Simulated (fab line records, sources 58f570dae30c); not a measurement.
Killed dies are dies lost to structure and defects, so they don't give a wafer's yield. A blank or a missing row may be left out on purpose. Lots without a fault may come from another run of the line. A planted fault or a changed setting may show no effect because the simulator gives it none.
Problem report in the 8D (eight disciplines) form, filled by code | flow berkeley_cmos170 | the parts of the form that need people (team, actions taken, sign-off) are left out

1. THE PROBLEM
PSD_RS at UCB170_SDANNEAL_RS_MEAS_02 reads a mean of 77.08 ohm/sq on 6 wafers of 2 lots; wafers without a fault read 75.54 ohm/sq with a standard deviation of 0.27. That is +5.7 standard deviations from the usual mean.
The step: measures by four-point-probe.
First seen on wafer L441.3, day 7 12:15, on film_metro-03. The record holds 42 wafers of 14 lots with a number at this step. Rule for "out", or "out of limits": more than 4 standard deviations from the usual mean. The other wafers with a number count as sound.

2. WHAT IT IS AND WHAT IT IS NOT
question                    | is                     | is not
which readings at this step | PSD_RS                 | -
which lots                  | L441, L444             | L436, L437, L438, L440, L443, L448, L452, L454, L455, L456, L457, L458
which wafers of those lots  | all that have a number | -
read on which gauges        | film_metro-03          | film_metro-01, film_metro-02
when                        | from day 7 12:15       | up to then (12 sound wafers); but 24 sound wafers of L443, L448, L452, L454, L455, L456, L457, L458 came after

3. SUSPECTS, AND WHAT RULES EACH OUT
Counting: a tool at a process step up to the reading stays a suspect if it ran every lot that is out and no sound lot after the first of them.
- the gauge at UCB170_SDANNEAL_RS_MEAS_02: ruled out. All the wafers that are out were read on film_metro-03, but those of them that UCB170_PSD_IMPLANT_08 has rows for are out there too, on other tools.
- implanter-04 at UCB170_PSD_IMPLANT_08: ruled out as a lasting fault. Sound lots L456 ran on it after its first lot that is out, L441 (day 7 09:02).
Left after counting: nothing in the record.

4. THE CAUSE (what the simulator had put in)
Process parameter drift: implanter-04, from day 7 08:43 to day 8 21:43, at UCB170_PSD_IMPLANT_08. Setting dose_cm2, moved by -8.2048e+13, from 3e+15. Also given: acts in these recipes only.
Counting ruled it out, wrongly: the rule takes a fault to strike every lot that its tool runs from its start on, and this one did not.

5. THE CHAIN OF EFFECTS, in route order
Each row: a reading whose mean over the struck wafers that have a number lies more than 3 standard deviations from the usual. Only readings for which the record gives a usual standard deviation are gone through. hours: the time from each lot's start at the first step in this table that gives one to its start at this step, as a median over the lots. sigmas: the change in usual standard deviations.
hours | step                       | reading                  | usual        | on struck wafers | change | sigmas
0     | UCB170_PSD_IMPLANT_08      | dose_ions_cm2            | 3e+15        | 3e+15            | -8e+13 | -23
0     | UCB170_PSD_STRIP_09        | strip_time_to_endpoint_s | 29.38 s      | 29.11            | -0.27  | -3.8
3     | UCB170_SDANNEAL_RS_MEAS_02 | PSD_RS                   | 75.54 ohm/sq | 77.08            | +1.54  | +5.7
The process steps in it:
- UCB170_PSD_IMPLANT_08
- UCB170_PSD_STRIP_09: strips in O2.

6. WHAT WOULD HAVE CAUGHT IT SOONER
In this record the first reading out of limits at a measuring or inspecting step was taken at day 7 12:15, 4 hours after the fault began at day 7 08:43.
The tool's own readings at UCB170_PSD_IMPLANT_08 were out on every struck wafer that the step has a row for (dose_ions_cm2): an alarm limit on them would have fired on the first of those.
